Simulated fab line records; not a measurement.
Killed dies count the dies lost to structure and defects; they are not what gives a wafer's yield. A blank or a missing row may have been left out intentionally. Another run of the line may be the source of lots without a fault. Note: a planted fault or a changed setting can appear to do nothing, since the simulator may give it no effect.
The same fault as seen by 2 desks :: flow berkeleyCmos170 :: only its own numbers are on each desk; what lay behind them is given at the end

== FROM THE METROLOGY DESK ==
What the gauges read, lot by lot, whatever tool the lot ran on: means of the sampled wafers that have a number. The brackets show how far a lot's mean lies from the usual mean; more than 4 standard deviations puts the lot out of limits, marked OUT.
Columns: A = INCOMING_BOW at UCB170_START_BOW_MEAS_00, usual 0 um; B = PSD_RS at UCB170_SDANNEAL_RS_MEAS_02, usual 75.62 ohm/sq; C = M2_OVL at UCB170_M2_OVL_MEAS_16, usual 0 nm
lot: L163
first seen here: day 1 20:01
A: 4
B: 75.69
C: -2

lot: L165
first seen here: day 2 06:02
A: -4
B: 75.06
C: -2

lot: L167
first seen here: day 2 16:00
A: -1
B: 75.64
C: -0

lot: L168
first seen here: day 2 21:04
A: -2
B: 75.65
C: -2

lot: L169
first seen here: day 3 02:00
A: -6
B: 75.42
C: 5

lot: L171
first seen here: day 3 12:01
A: 1
B: 75.72
C: 1

lot: L173
first seen here: day 3 22:02
A: -5
B: 75.66
C: -0

lot: L174
first seen here: day 4 03:00
A: -2
B: 76.17
C: 2

lot: L175
first seen here: day 4 08:01
A: 2
B: 75.53
C: 1

lot: L179
first seen here: day 5 04:02
A: 6
B: 75.64
C: -4

lot: L180
first seen here: day 5 09:04
A: -3
B: 75.67
C: -3

lot: L182
first seen here: day 5 19:01
A: 5
B: 75.59
C: -5

lot: L183
first seen here: day 6 00:00
A: 4
B: 75.15
C: 4

lot: L184
first seen here: day 6 05:00
A: 3
B: 75.42
C: 5
Finding of this desk: none of the 14 lots has anything out of limits.

== DESK OF THE TOOL OWNER: pvdSputter-04 ==
The tool's own readings at UCB170_SILICIDE_SPUTTER_01 (material Ti, target thk 30 nm, time 25 s): means of the sampled wafers that have a number, for each lot that ran on this tool. The brackets show how far a lot's mean lies from the usual mean; more than 4 standard deviations puts the lot out of limits, marked OUT.
Columns: A = chamberPressurePa at UCB170_SILICIDE_SPUTTER_01, usual 0.4999 Pa; B = throttleValvePct at UCB170_SILICIDE_SPUTTER_01, usual 29.8 %
lot: L167
first seen here: day 7 22:17
A: 0.5007
B: 30.2

lot: L168
first seen here: day 8 15:54
A: 0.5001
B: 30.3

lot: L174
first seen here: day 9 14:22
A: 0.5001
B: 29.5

lot: L179
first seen here: day 10 10:10
A: 0.4997
B: 29.5
Finding of this desk: none of the 4 lots has anything out of limits.

== BROUGHT TOGETHER ==
At the metrology desk, nothing out of limits was observed.
Nothing out of limits was seen by the tool owner's desk.

== WHAT THE SIMULATOR HAD PUT IN ==
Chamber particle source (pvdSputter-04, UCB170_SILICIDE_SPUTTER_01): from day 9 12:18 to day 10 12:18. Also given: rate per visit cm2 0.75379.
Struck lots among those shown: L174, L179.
